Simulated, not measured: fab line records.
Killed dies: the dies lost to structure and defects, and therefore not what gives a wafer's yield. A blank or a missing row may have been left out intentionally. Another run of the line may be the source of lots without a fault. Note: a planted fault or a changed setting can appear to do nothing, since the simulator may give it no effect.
Which tool did it? ; flow ritCmos ; 14 lots, 42 wafers sampled, at 2 steps of a route of 202

== WHAT THE GAUGES SHOWED, per wafer ==
RIT_SDANNEAL_RS_MEAS_07: a four-point-probe measurement.
lot;measured;on;NLDD_RS (ohm/sq)
L724;day 3 03:52;filmMetro-01;150.6 150.2 150.7
L725;day 3 07:00;filmMetro-04;152.0 151.8 152.3
L727;day 3 18:35;filmMetro-01;151.3 150.7 151.3
L729;day 4 04:55;filmMetro-01;151.3 151.9 151.7
L731;day 4 13:42;filmMetro-02;151.3 150.8 150.9
L732;day 5 00:21;filmMetro-01;151.3 151.5 151.5
L734;day 5 08:26;filmMetro-04;152.4 152.6 152.7
L733;day 5 08:24;filmMetro-01;151.4 151.9 151.6
L735;day 5 16:11;filmMetro-02;151.6 151.7 151.7
L742;day 6 21:12;filmMetro-01;- - -
L743;day 7 01:46;filmMetro-01;151.6 151.1 151.1
L744;day 7 06:11;filmMetro-02;- - -
L746;day 7 17:19;filmMetro-01;151.3 151.3 151.1
L747;day 7 20:53;filmMetro-01;151.5 151.1 151.3

== WHICH TOOL RAN EACH LOT (tool, then ch and the chambers of the sampled wafers, then the start) ==
lot;RIT_NLDD_IMPLANT_08
L724;implanter-03 ch 0, day 2 19:46
L725;implanter-01 ch 0, day 2 23:04
L727;implanter-01 ch 0, day 3 10:40
L729;implanter-03 ch 0, day 3 20:37
L731;implanter-04 ch 0, day 4 05:25
L732;implanter-04 ch 0, day 4 15:27
L734;implanter-03 ch 0, day 4 20:40
L733;implanter-04 ch 0, day 4 21:20
L735;implanter-03 ch 0, day 5 07:10
L742;implanter-03 ch 0, day 6 13:07
L743;implanter-04 ch 0, day 6 17:34
L744;implanter-03 ch 0, day 6 22:16
L746;implanter-04 ch 0, day 7 09:00
L747;implanter-04 ch 0, day 7 12:50
- RIT_NLDD_IMPLANT_08

== WHAT THE TOOLS THEMSELVES READ (means of the sampled wafers that have a number; where no wafer has one, the mark that the record gives instead) ==
RIT_NLDD_IMPLANT_08.
lot;tool;beamEnergyKeV;tiltDeg (degrees)
L724;implanter-03;20.002;7.003
L725;implanter-01;19.999;6.991
L727;implanter-01;20.001;7.011
L729;implanter-03;20.004;7.019
L731;implanter-04;19.997;6.988
L732;implanter-04;20.002;6.996
L734;implanter-03;19.996;6.974
L733;implanter-04;20.004;7.006
L735;implanter-03;20.005;7.030
L742;implanter-03;20.003;6.048
L743;implanter-04;20.002;7.024
L744;implanter-03;20.006;6.025
L746;implanter-04;19.998;6.978
L747;implanter-04;20.003;7.000

== THE ANSWER, worked out from the rows above alone ==
Rule: what is usual is taken from the lots themselves. Put in order of their means at a reading, lots are off if they are a third of the lots or fewer, leave a main group of 4 or more, and stand apart from it by a gap of 3 or more times the standard deviation of the main group's means; of several such gaps the widest counts. If all means in a main group match to the digits the tables above print for the reading, that group is not used. A lot without any number at a reading at which 4 lots or more have one is off too. All remaining lots with rows at the step are treated as sound. Order of review: gauges by route order, followed by the tools' own readings, for which a lot's mean as printed above is used. At the first step where some lot is off, the reading lying furthest off is the one used; lots without a number count as furthest.
Off: L742, L744, at RIT_SDANNEAL_RS_MEAS_07 (NLDD_RS). Without a number there: L742, L744. For the main group the mean is 151.4 ohm/sq and the standard deviation 0.5.
If a tool, at a process step before that reading, ran all the lots that are off and no sound lot after the first of them, it fits. The gauges at RIT_SDANNEAL_RS_MEAS_07 aren't tried: what is off there is off at RIT_NLDD_IMPLANT_08 too, on other tools, and a gauge's error can't cause that. One fits: RIT_NLDD_IMPLANT_08 on implanter-03. Its last sound lot is L735 (day 5 07:10), its first lot that is off L742 (day 6 13:07): a fault that began between those two fits.
The tool's own readings at RIT_NLDD_IMPLANT_08 bear it out: on the lots that are off they differ by more than 5 times the standard deviation of the sound lots' means. tiltDeg reads 6.037 degrees there against 7.002 degrees on the sound lots.

== WHAT THE SIMULATOR HAD PUT IN ==
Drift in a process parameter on implanter-03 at RIT_NLDD_IMPLANT_08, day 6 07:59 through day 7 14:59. A move of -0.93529 in setting tiltDeg, from 7. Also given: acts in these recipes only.
Shown lots that were struck: L742, L744. The rule above reached the same finding.
